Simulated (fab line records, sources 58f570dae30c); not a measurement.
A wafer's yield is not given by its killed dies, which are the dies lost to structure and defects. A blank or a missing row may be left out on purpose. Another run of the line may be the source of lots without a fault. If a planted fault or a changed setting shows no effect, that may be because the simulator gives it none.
Split-lot trial	flow berkeley-cmos170	on a route of 331 steps: 5 lots, 23 wafers read

== ABOUT THE SPLIT ==
At UCB170_START_OXIDATION_02 (target thk 20 nm, ox time 1800 s), the setting ox-time-s was moved away from the recipe's 1800 s on 20 of the 23 wafers read, by -9.7% to +10.0%. For the rest of the wafers, this setting stayed at what the recipe calls for.

Between the split and the reading, the file records no step.

== THE READING ==
At UCB170_START_THK_MEAS_03: START_OXIDE_THK, given in nm. On this fab line, fault-free wafers typically give 19.9 nm with a standard deviation of 0.45 nm.

wafer	tool, chamber at the split	ox-time-s as run, s	against the recipe	START_OXIDE_THK, nm	against lot-mates on the recipe
L074.1	-, -	1934	+7.4%	20.4	no lot-mate on the recipe
L074.2	-, -	1934	+7.4%	20.3	no lot-mate on the recipe
L074.3	-, -	1934	+7.4%	20.5	no lot-mate on the recipe
L074.4	-, -	1934	+7.4%	20.2	no lot-mate on the recipe
L074.5	-, -	1934	+7.4%	20.1	no lot-mate on the recipe
L078.1	-, -	1980	+10.0%	21.0	no lot-mate on the recipe
L078.2	-, -	1980	+10.0%	21.4	no lot-mate on the recipe
L078.3	-, -	1980	+10.0%	21.4	no lot-mate on the recipe
L078.5	-, -	1980	+10.0%	21.7	no lot-mate on the recipe
L078.6	-, -	1980	+10.0%	21.4	no lot-mate on the recipe
L083.1	-, -	1978	+9.9%	21.2	no lot-mate on the recipe
L083.2	-, -	1978	+9.9%	21.2	no lot-mate on the recipe
L083.3	-, -	1978	+9.9%	21.4	no lot-mate on the recipe
L083.4	-, -	1978	+9.9%	21.5	no lot-mate on the recipe
L083.6	-, -	1978	+9.9%	21.2	no lot-mate on the recipe
L084.1	-, -	1625	-9.7%	18.3	no lot-mate on the recipe
L084.2	-, -	1625	-9.7%	18.1	no lot-mate on the recipe
L084.3	-, -	1625	-9.7%	18.1	no lot-mate on the recipe
L084.4	-, -	1625	-9.7%	18.7	no lot-mate on the recipe
L084.5	-, -	1625	-9.7%	18.3	no lot-mate on the recipe
L085.1	furnace-04, 0	1800	recipe	19.6	-
L085.3	furnace-04, 0	1800	recipe	20.0	-
L085.5	furnace-04, 0	1800	recipe	19.8	-

THE FIT
A straight line over all 23 wafers: START_OXIDE_THK changes by +0.146 nm for each +1% of ox-time-s; r = +0.96; the points scatter about the line by 0.33 nm.
Too few moved wafers have a lot-mate on the recipe to fit a line with each lot's own level taken away.

== THE WHOLE CHAIN: every reading that the file lists as answering this split, in the file's order ==
step	what it does	reading	change (the file's fit)	r (the file's)
UCB170_START_OXIDATION_02	target thk 20 nm, ox time 1800 s	SiO2_of_START_OXIDATION_02.thk-nm (the simulator's own value, which no gauge read)	+0.146 nm for each +1% of the setting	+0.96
UCB170_START_THK_MEAS_03		START_OXIDE_THK	+0.146 for each +1% of the setting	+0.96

== FILE'S OWN FIT ==
START_OXIDE_THK changes by +0.146 nm for each +1% of ox-time-s, r = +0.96.
